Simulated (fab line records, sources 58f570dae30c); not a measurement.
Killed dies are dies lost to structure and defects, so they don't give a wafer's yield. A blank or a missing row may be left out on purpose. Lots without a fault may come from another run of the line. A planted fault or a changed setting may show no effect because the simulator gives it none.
fab line records | flow berkeley_cmos170 | part 1 of 2: steps 1 to 28 of 38
record lots=5 wafers=15 last_day=11
route steps=331 shown PSD@184 NSD@187 BACKSIDE@199 SDANNEAL@204 PLDD@208 NLDD@209 SILICIDE@210 CONTACT@216
lots that met no fault: from a run of the same line without faults
start_h: hours from the record's first day to the start of the lot's first wafer shown | wait_h: hours since the lot's step before | " the same as in the row above | L1.1+2: a row that stands for several wafers | - no value, or no start given | * or withheld: withheld | < > ~ a bound
route shown NAME@n: a module of which the file shows steps, and the number in the route of the first | usual: mean/standard deviation of fault-free wafers | same: alike in all rows | chamber/n: place in a boat | sites: the reading at each site | _std_site: their standard deviation | _edge_site: outer sites' mean less inner sites' | radius_mm: how far each site lies from the wafer's centre | mask NAME#n: copy n | behind: the tool/chamber that last shaped the wafer | hold: why the lot was held/for how many hours/how that ended | device: the transistor (n, p or np) that didn't switch | end of line: the same wafers' tests at the end of the route | a step without rows: its recipe alone | killed: dies lost to structure and defects at the first sort, not the wafer's yield | map: a wafer's dies, x killed, . not, _ none there
set.NAME: the setting as run; set.NAME@STEP: as run at that earlier step | model.NAME: the simulator's own value behind a step, which no gauge read
lots at some steps of the route; a table a step, a row a wafer
services: from which hour (start_h, from the record's first day; less than 0 if before it) a tool's chamber was out of use, for how many hours, and why
## steps
# step UCB170_PSD_STRIP_09
# recipe chemistry=O2 power_w=400 pressure_mtorr=3500 platen_temp_c=withheld o2_flow_sccm=400 overash_fraction=0.5
# usual drypump_motor_current_A=5.7/0.39 oes_product_au=0.600/0.005 strip_time_to_endpoint_s=29.45/0.061
# columns lot.wafer tool chamber start_h wait_h drypump_motor_current_A oes_product_au rf_hours_counter_h strip_time_to_endpoint_s
L076.2 plasma_asher-03 1 149.74 0.1 6.0 0.605 3 29.51
L076.4 " 1 " " 6.0 0.604 - 29.47
L076.6 " 0 " " 6.1 0.601 - 29.44
L079.2 plasma_asher-03 1 172.25 0.1 6.0 0.592 5 29.47
L079.3 " 0 " " 6.1 0.595 - 29.50
L079.4 " 1 " " 6.0 0.598 - 29.43
L089.2 plasma_asher-03 0 209.58 0.1 6.1 0.599 10 29.28
L089.3 " 1 " " 6.0 0.600 - 29.47
L089.6 " 0 " " 6.1 0.596 - 29.51
L095.1 plasma_asher-03 1 231.99 0.1 6.0 0.597 13 29.41
L095.2 " 0 " " 6.1 0.596 13 29.37
L095.3 " 0 " " 6.1 0.597 - 29.35
L097.1 plasma_asher-03 1 247.59 0.1 6.1 0.610 15 29.38
L097.3 " 1 " " 6.0 0.600 - 29.43
L097.4 " 0 " " 6.1 0.604 - 29.44
# step UCB170_PSD_TW_MEAS_10
# usual PSD_TW=2331/20
# columns lot.wafer tool chamber start_h wait_h PSD_TW
L076.2 film_metro-04 - 149.85 0.1 2310
L076.4 " - " " 2332
L076.6 " - " " 2314
L079.2 film_metro-01 - 172.36 0.1 2357
L079.3 " - " " 2345
L079.4 " - " " 2369
L089.2 film_metro-01 - 209.69 0.1 2343
L089.3 " - " " 2355
L089.6 " - " " 2340
L095.1 film_metro-02 - 232.17 0.1 2312
L095.2 " - " " 2320
L095.3 " - " " 2306
L097.1 film_metro-02 - 247.69 0.1 2291
L097.3 " - " " 2294
L097.4 " - " " 2308
# step UCB170_PSD_CLEAN_11
# recipe chemistry=SPM temp_c=120 time_s=600
# usual temp_c=120.01/0.13
# columns lot.wafer tool chamber start_h wait_h temp_c
L076.2 wet_bench-01 0 151.63 1.8 120.22
L076.4 " 0 " " 120.09
L076.6 " 0 " " 119.99
L079.2 wet_bench-01 3 172.42 0.0 119.92
L079.3 " 3 " " 119.75
L079.4 " 3 " " 119.75
L089.2 wet_bench-01 1 209.74 0.0 120.28
L089.3 " 1 " " 119.86
L089.6 " 1 " " 120.16
L095.1 wet_bench-03 2 232.23 0.1 120.00
L095.2 " 2 " " 119.92
L095.3 " 2 " " 120.03
L097.1 wet_bench-03 1 247.75 0.1 119.94
L097.3 " 1 " " 119.93
L097.4 " 1 " " 119.90
# step UCB170_NSD_HMDS_00
# recipe prime_time_s=60 prime_temp_c=100
# columns lot.wafer tool chamber start_h wait_h
L076.2+4+6 litho_track-02 0 152.10 0.3
L079.2+3+4 litho_track-03 0 172.75 0.2
L089.2+3+6 litho_track-02 0 210.89 1.0
L095.1+2+3 litho_track-02 0 232.82 0.4
L097.1+3+4 litho_track-02 0 248.22 0.3
# step UCB170_NSD_COAT_01
# recipe resist=KrF spin_rpm=1500 resist_thk_nm=900
# usual dispense_pressure_kPa=48/6.1 spin_speed_rpm=1499.9/1
# columns lot.wafer tool chamber start_h wait_h dispense_pressure_kPa spin_speed_rpm
L076.2 litho_track-02 0 152.25 0.1 42 1499.9
L076.4 " 0 " " 42 1499.9
L076.6 " 0 " " 42 1499.1
L079.2 litho_track-03 0 172.90 0.1 54 1500.2
L079.3 " 0 " " 54 1501.2
L079.4 " 0 " " 54 1502.4
L089.2 litho_track-02 0 211.04 0.1 42 1501.4
L089.3 " 0 " " 42 1500.0
L089.6 " 0 " " 42 1499.7
L095.1 litho_track-02 0 232.97 0.1 42 1501.1
L095.2 " 0 " " 42 1500.2
L095.3 " 0 " " 42 1501.3
L097.1 litho_track-02 0 248.37 0.1 42 1501.0
L097.3 " 0 " " 42 1499.5
L097.4 " 0 " " 42 1501.1
# step UCB170_NSD_SOFTBAKE_02
# recipe resist=KrF temp_c=130 time_s=60
# columns lot.wafer tool chamber start_h wait_h
L076.2+4+6 litho_track-02 0 152.40 0.1
L079.2+3+4 litho_track-03 0 173.05 0.1
L089.2+3+6 litho_track-02 0 211.19 0.1
L095.1+2+3 litho_track-02 0 233.12 0.1
L097.1+3+4 litho_track-02 0 248.52 0.1
# step UCB170_NSD_EXPOSE_03
# recipe mask_id=NSELECT_MOD na=0.5 sigma_outer=0.6 source_shape=conventional target_cd_nm=1200 dose_mj=30
# same na=0.5 sigma_outer=0.6
# columns lot.wafer tool chamber start_h wait_h mask
L076.2+4+6 krf_scanner-02 0 152.66 0.2 NSELECT_MOD#0
L079.2+3+4 krf_scanner-02 0 173.32 0.2 NSELECT_MOD#0
L089.2+3+6 krf_scanner-01 0 211.33 0.1 NSELECT_MOD#0
L095.1+2+3 krf_scanner-02 0 233.27 0.1 NSELECT_MOD#0
L097.1+3+4 krf_scanner-02 0 248.67 0.1 NSELECT_MOD#0
# step UCB170_NSD_PEB_04
# recipe peb_temp_c=130 peb_time_s=withheld resist=KrF
# columns lot.wafer tool chamber start_h wait_h
L076.2+4+6 litho_track-02 0 152.79 0.1
L079.2+3+4 litho_track-03 0 173.65 0.3
L089.2+3+6 litho_track-03 0 212.24 0.9
L095.1+2+3 litho_track-02 0 233.82 0.5
L097.1+3+4 litho_track-02 0 248.94 0.3
# step UCB170_NSD_DEVELOP_05
# recipe developer=TMAH develop_time_s=45 resist=KrF dev_temp_c=21
# columns lot.wafer tool chamber start_h wait_h
L076.2+4+6 litho_track-02 0 - -
L079.2+3+4 litho_track-03 0 - -
L089.2+3+6 litho_track-03 0 - -
L095.1+2+3 litho_track-02 0 - -
L097.1+3+4 litho_track-02 0 - -
# step UCB170_NSD_CD_MEAS_06
# recipe target_cd_nm=1200
# usual cd_nm=1200.0/1.2
# columns lot.wafer tool chamber start_h wait_h cd_nm
L076.2 cd_sem-02 - 153.06 - 1201.1
L076.4 " - " " 1200.2
L076.6 " - " " 1199.2
L079.2 cd_sem-02 - 173.92 - 1200.7
L079.3 " - " " 1199.1
L079.4 " - " " 1200.7
L089.2 cd_sem-01 - 212.51 - 1199.2
L089.3 " - " " 1201.3
L089.6 " - " " 1199.2
L095.1 cd_sem-02 - 234.10 - 1202.4
L095.2 " - " " 1202.1
L095.3 " - " " 1201.7
L097.1 cd_sem-02 - 249.22 - 1201.3
L097.3 " - " " 1200.8
L097.4 " - " " 1200.1
# step UCB170_NSD_OVL_MEAS_07
# usual NSD_OVL=-3/4.8
# columns lot.wafer tool chamber start_h wait_h NSD_OVL[nm]
L076.2 overlay-02 - 153.16 0.1 -6
L076.4 " - " " -8
L076.6 " - " " -2
L079.2 overlay-01 - 174.03 0.1 9
L079.3 " - " " -4
L079.4 " - " " -2
L089.2 overlay-02 - 212.62 0.1 -7
L089.3 " - " " 1
L089.6 " - " " -7
L095.1 overlay-02 - 234.22 0.1 0
L095.2 " - " " -7
L095.3 " - " " -5
L097.1 overlay-02 - 249.34 0.1 -4
L097.3 " - " " -9
L097.4 " - " " -2
# step UCB170_NSD_IMPLANT_08
# recipe species=P dose_cm2=3e+15 energy_kev=40 tilt_deg=7
# columns lot.wafer tool chamber start_h wait_h
L076.2+4+6 implanter-04 0 153.22 0.0
L079.2+3+4 implanter-04 0 174.09 0.0
L089.2+3+6 implanter-04 0 212.67 0.0
L095.1+2+3 implanter-01 0 234.25 0.0
L097.1+3+4 implanter-01 0 249.37 0.0
# step UCB170_NSD_STRIP_09
# recipe chemistry=O2 power_w=400 pressure_mtorr=3500 platen_temp_c=withheld o2_flow_sccm=400 overash_fraction=0.5
# usual drypump_motor_current_A=5.5/0.42 oes_product_au=0.534/0.0045 strip_time_to_endpoint_s=35.87/0.082
# columns lot.wafer tool chamber start_h wait_h drypump_motor_current_A oes_product_au rf_hours_counter_h strip_time_to_endpoint_s
L076.2 plasma_asher-03 1 153.34 0.1 6.0 0.536 3 35.84
L076.4 " 0 " " 6.1 0.535 - 35.88
L076.6 " 1 " " 6.0 0.533 - 35.83
L079.2 plasma_asher-04 0 174.21 0.1 5.0 0.539 35 35.93
L079.3 " 1 " " 5.5 0.530 - 36.00
L079.4 " 0 " " 5.1 0.528 - 35.94
L089.2 plasma_asher-04 1 212.80 0.1 5.5 0.541 40 35.86
L089.3 " 0 " " 5.0 0.531 - 35.83
L089.6 " 0 " " 5.0 0.529 - 35.90
L095.1 plasma_asher-04 0 234.40 0.1 5.1 0.528 43 35.70
L095.2 " 1 " " 5.5 0.540 43 35.73
L095.3 " 0 " " 5.0 0.531 - 35.75
L097.1 plasma_asher-03 1 249.52 0.1 6.0 0.533 15 35.74
L097.3 " 0 " " 6.1 0.540 - 35.74
L097.4 " 1 " " 6.0 0.533 - 35.78
# step UCB170_NSD_TW_MEAS_10
# usual NSD_TW=4196/35
# columns lot.wafer tool chamber start_h wait_h NSD_TW
L076.2 film_metro-01 - 153.45 0.1 4214
L076.4 " - " " 4204
L076.6 " - " " 4221
L079.2 film_metro-01 - 174.32 0.1 4248
L079.3 " - " " 4253
L079.4 " - " " 4262
L089.2 film_metro-04 - 212.91 0.1 4200
L089.3 " - " " 4187
L089.6 " - " " 4189
L095.1 film_metro-04 - 234.50 0.1 4182
L095.2 " - " " 4185
L095.3 " - " " 4193
L097.1 film_metro-01 - 249.62 0.1 4218
L097.3 " - " " 4209
L097.4 " - " " 4224
# step UCB170_NSD_CLEAN_11
# recipe chemistry=SPM temp_c=120 time_s=600
# usual temp_c=120.00/0.13
# columns lot.wafer tool chamber start_h wait_h temp_c
L076.2 wet_bench-02 2 153.52 0.1 120.14
L076.4 " 2 " " 120.23
L076.6 " 2 " " 120.02
L079.2 wet_bench-02 0 174.37 0.0 120.31
L079.3 " 0 " " 119.90
L079.4 " 0 " " 119.99
L089.2 wet_bench-02 0 212.96 0.0 119.99
L089.3 " 0 " " 120.22
L089.6 " 0 " " 120.03
L095.1 wet_bench-02 3 234.56 0.1 119.89
L095.2 " 3 " " 119.74
L095.3 " 3 " " 119.83
L097.1 wet_bench-03 1 249.68 0.1 120.21
L097.3 " 1 " " 120.04
L097.4 " 1 " " 120.08
# step UCB170_BACKSIDE_HMDS_00
# recipe prime_time_s=60 prime_temp_c=100
# columns lot.wafer tool chamber start_h wait_h
L076.2+4+6 litho_track-02 0 153.73 0.0
L079.2+3+4 litho_track-04 0 174.57 0.0
L089.2+3+6 litho_track-02 0 213.96 0.8
L095.1+2+3 litho_track-02 0 235.00 0.3
L097.1+3+4 litho_track-04 0 250.65 0.8
# step UCB170_BACKSIDE_COAT_01
# recipe resist=KrF spin_rpm=1500 resist_thk_nm=900
# usual dispense_pressure_kPa=48/5.7 spin_speed_rpm=1500.1/1
# columns lot.wafer tool chamber start_h wait_h dispense_pressure_kPa spin_speed_rpm
L076.2 litho_track-02 0 153.88 0.1 42 1501.4
L076.4 " 0 " " 42 1502.1
L076.6 " 0 " " 42 1500.1
L079.2 litho_track-04 0 174.72 0.1 48 1498.9
L079.3 " 0 " " 48 1499.4
L079.4 " 0 " " 48 1498.5
L089.2 litho_track-02 0 214.11 0.1 42 1499.5
L089.3 " 0 " " 42 1499.2
L089.6 " 0 " " 42 1499.8
L095.1 litho_track-02 0 235.15 0.1 42 1500.2
L095.2 " 0 " " 42 1499.5
L095.3 " 0 " " 42 1498.5
L097.1 litho_track-04 0 250.80 0.1 48 1501.1
L097.3 " 0 " " 48 1501.1
L097.4 " 0 " " 48 1500.6
# step UCB170_BACKSIDE_SOFTBAKE_02
# recipe resist=KrF temp_c=130 time_s=60
# columns lot.wafer tool chamber start_h wait_h
L076.2+4+6 litho_track-02 0 154.03 0.1
L079.2+3+4 litho_track-04 0 174.87 0.1
L089.2+3+6 litho_track-02 0 214.26 0.1
L095.1+2+3 litho_track-02 0 235.30 0.1
L097.1+3+4 litho_track-04 0 250.95 0.1
# step UCB170_BACKSIDE_STRIP_03
# recipe chemistry=O2 power_w=400 pressure_mtorr=3500 platen_temp_c=withheld o2_flow_sccm=400 overash_fraction=0.5
# usual drypump_motor_current_A=5.41/0.29 oes_product_au=0.735/0.0043 strip_time_to_endpoint_s=22.01/0.064
# columns lot.wafer tool chamber start_h wait_h drypump_motor_current_A oes_product_au rf_hours_counter_h strip_time_to_endpoint_s
L076.2 plasma_asher-02 0 154.16 0.1 5.01 0.735 41 21.96
L076.4 " 1 " " 5.84 0.736 - 22.08
L076.6 " 0 " " 5.02 0.738 - 22.01
L079.2 plasma_asher-01 1 175.00 0.1 5.66 0.738 52 21.94
L079.3 " 1 " " 5.65 0.733 - 21.96
L079.4 " 0 " " 5.40 0.733 - 21.91
L089.2 plasma_asher-04 0 214.39 0.1 5.04 0.743 40 21.95
L089.3 " 0 " " 5.01 0.739 - 22.03
L089.6 " 0 " " 5.04 0.739 - 21.98
L095.1 plasma_asher-02 0 235.45 0.1 5.03 0.740 50 21.99
L095.2 " 1 " " 5.78 0.737 50 22.06
L095.3 " 1 " " 5.80 0.728 - 22.06
L097.1 plasma_asher-04 1 251.10 0.1 5.47 0.733 45 22.01
L097.3 " 0 " " 5.05 0.736 - 22.02
L097.4 " 1 " " 5.47 0.734 - 21.99
# step UCB170_BACKSIDE_CLEAN_04
# recipe chemistry=SPM temp_c=120 time_s=600
# usual temp_c=119.98/0.12
# columns lot.wafer tool chamber start_h wait_h temp_c
L076.2 wet_bench-02 0 154.26 0.1 120.12
L076.4 " 0 " " 120.17
L076.6 " 0 " " 119.88
L079.2 wet_bench-02 3 175.25 0.2 119.95
L079.3 " 3 " " 119.93
L079.4 " 3 " " 119.91
L089.2 wet_bench-02 1 214.49 0.1 120.09
L089.3 " 1 " " 120.13
L089.6 " 1 " " 120.11
L095.1 wet_bench-02 1 235.61 0.1 120.08
L095.2 " 1 " " 120.02
L095.3 " 1 " " 119.88
L097.1 wet_bench-02 3 251.20 0.1 120.07
L097.3 " 3 " " 120.03
L097.4 " 3 " " 119.88
# step UCB170_SDANNEAL_RTA_00
# recipe temp_c=900 time_s=10 ambient=N2
# usual lamp_power_pct=22.9/1 wafer_temp_C_max=903.7/1.1
# columns lot.wafer tool chamber start_h wait_h lamp_power_pct wafer_temp_C_max
L076.2 rtp_anneal-02 0 154.46 0.0 21.6 904.5
L076.4 " 0 " " 21.6 904.0
L076.6 " 0 " " 21.6 905.7
L079.2 rtp_anneal-02 0 175.43 0.0 21.6 904.8
L079.3 " 0 " " 21.6 905.6
L079.4 " 0 " " 21.6 904.7
L089.2 rtp_anneal-02 0 214.67 0.0 21.6 908.9
L089.3 " 0 " " 21.6 905.2
L089.6 " 0 " " 21.6 905.0
L095.1 rtp_anneal-02 0 235.78 0.0 21.6 904.6
L095.2 " 0 " " 21.6 905.5
L095.3 " 0 " " 21.6 903.4
L097.1 rtp_anneal-01 0 251.38 0.0 23.7 902.8
L097.3 " 0 " " 23.7 901.7
L097.4 " 0 " " 23.7 902.9
# step UCB170_SDANNEAL_RTA_01
# recipe temp_c=1050 time_s=5 ambient=N2
# usual lamp_power_pct=35.4/1.6 wafer_temp_C_max=1054.4/1.3
# columns lot.wafer tool chamber start_h wait_h lamp_power_pct wafer_temp_C_max
L076.2 rtp_anneal-02 0 154.52 0.1 33.3 1055.0
L076.4 " 0 " " 33.3 1055.1
L076.6 " 0 " " 33.3 1054.7
L079.2 rtp_anneal-02 0 175.50 0.1 33.3 1055.7
L079.3 " 0 " " 33.4 1056.0
L079.4 " 0 " " 33.4 1054.7
L089.2 rtp_anneal-02 0 214.74 0.1 33.4 1055.5
L089.3 " 0 " " 33.3 1054.3
L089.6 " 0 " " 33.4 1054.6
L095.1 rtp_anneal-02 0 235.85 0.1 33.4 1054.2
L095.2 " 0 " " 33.4 1054.9
L095.3 " 0 " " 33.3 1055.9
L097.1 rtp_anneal-01 0 251.44 0.1 36.7 1055.4
L097.3 " 0 " " 36.6 1053.2
L097.4 " 0 " " 36.6 1054.7
# step UCB170_SDANNEAL_RS_MEAS_02
# recipe thk_meas_gauge=four-point-probe
# usual PSD_RS=75.53/0.26
# columns lot.wafer tool chamber start_h wait_h PSD_RS[ohm/sq]
L076.2 film_metro-01 - 154.59 0.1 75.38
L076.4 " - " " 75.50
L076.6 " - " " 75.32
L079.2 film_metro-02 - 175.57 0.1 75.89
L079.3 " - " " 75.69
L079.4 " - " " 75.88
L089.2 film_metro-02 - 214.81 0.1 75.99
L089.3 " - " " 75.47
L089.6 " - " " 75.46
L095.1 film_metro-02 - 235.91 0.0 75.37
L095.2 " - " " 75.18
L095.3 " - " " 75.34
L097.1 film_metro-01 - 251.50 0.0 75.65
L097.3 " - " " 75.27
L097.4 " - " " 75.59
# step UCB170_SDANNEAL_RS_MEAS_03
# recipe thk_meas_gauge=four-point-probe
# usual NSD_RS=37.28/0.093
# columns lot.wafer tool chamber start_h wait_h NSD_RS[ohm/sq]
L076.2 film_metro-01 - 154.71 0.1 37.26
L076.4 " - " " 37.33
L076.6 " - " " 37.26
L079.2 film_metro-02 - 175.69 0.1 37.33
L079.3 " - " " 37.26
L079.4 " - " " 37.30
L089.2 film_metro-02 - 214.93 0.1 37.35
L089.3 " - " " 37.27
L089.6 " - " " 37.26
L095.1 film_metro-02 - 236.03 0.1 37.37
L095.2 " - " " 37.46
L095.3 " - " " 37.35
L097.1 film_metro-01 - 251.62 0.1 37.28
L097.3 " - " " 37.25
L097.4 " - " " 37.27
# step UCB170_SDANNEAL_RS_MEAS_04
# recipe thk_meas_gauge=four-point-probe
# usual PLDD_RS=1031.4/2.3
# columns lot.wafer tool chamber start_h wait_h PLDD_RS[ohm/sq]
L076.2 film_metro-01 - 154.83 0.1 1029.0
L076.4 " - " " 1030.4
L076.6 " - " " 1026.9
L079.2 film_metro-02 - 175.81 0.1 1033.4
L079.3 " - " " 1032.6
L079.4 " - " " 1031.1
L089.2 film_metro-02 - 215.05 0.1 1030.8
L089.3 " - " " 1028.5
L089.6 " - " " 1028.0
L095.1 film_metro-02 - 236.15 0.1 1032.5
L095.2 " - " " 1032.7
L095.3 " - " " 1030.6
L097.1 film_metro-01 - 251.74 0.1 1028.5
L097.3 " - " " 1028.4
L097.4 " - " " 1028.7
# step UCB170_SDANNEAL_RS_MEAS_05
# recipe thk_meas_gauge=four-point-probe
# usual NLDD_RS=616.5/1.5
# columns lot.wafer tool chamber start_h wait_h NLDD_RS[ohm/sq]
L076.2 film_metro-01 - 154.95 0.1 616.1
L076.4 " - " " 616.3
L076.6 " - " " 617.2
L079.2 film_metro-02 - 175.93 0.1 616.8
L079.3 " - " " 615.7
L079.4 " - " " 617.6
L089.2 film_metro-02 - 215.17 0.1 615.6
L089.3 " - " " 616.3
L089.6 " - " " 615.8
L095.1 film_metro-02 - 236.27 0.1 616.5
L095.2 " - " " 617.5
L095.3 " - " " 616.1
L097.1 film_metro-01 - 251.86 0.1 615.0
L097.3 " - " " 614.2
L097.4 " - " " 614.7
# step UCB170_SILICIDE_PRE_CLEAN_00
# recipe gas=Ar preclean_etch_time_s=60
# columns lot.wafer tool chamber start_h wait_h
L076.2+4+6 pvd_sputter-02 - 155.05 0.1
L079.2+3+4 pvd_sputter-02 - 176.03 0.1
L089.2+3+6 pvd_sputter-03 - 215.27 0.1
L095.1+2+3 pvd_sputter-02 - 236.39 0.1
L097.1+3+4 pvd_sputter-02 - 251.98 0.1
# step UCB170_SILICIDE_SPUTTER_01
# recipe material=Ti target_thk_nm=30 time_s=25 power_w=1500 chamber_pressure_pa=0.5
# usual throttle_valve_pct=29.6/1.1
# columns lot.wafer tool chamber start_h wait_h throttle_valve_pct
L076.2 pvd_sputter-02 - 155.12 0.0 27.6
L076.4 " - " " 29.6
L076.6 " - " " 29.9
L079.2 pvd_sputter-02 - 176.09 0.0 27.4
L079.3 " - " " 29.5
L079.4 " - " " 29.9
L089.2 pvd_sputter-03 - 215.33 0.0 28.5
L089.3 " - " " 29.3
L089.6 " - " " 30.1
L095.1 pvd_sputter-02 - 236.46 0.0 29.9
L095.2 " - " " 29.6
L095.3 " - " " 27.6
L097.1 pvd_sputter-02 - 252.05 0.0 29.9
L097.3 " - " " 27.5
L097.4 " - " " 29.5
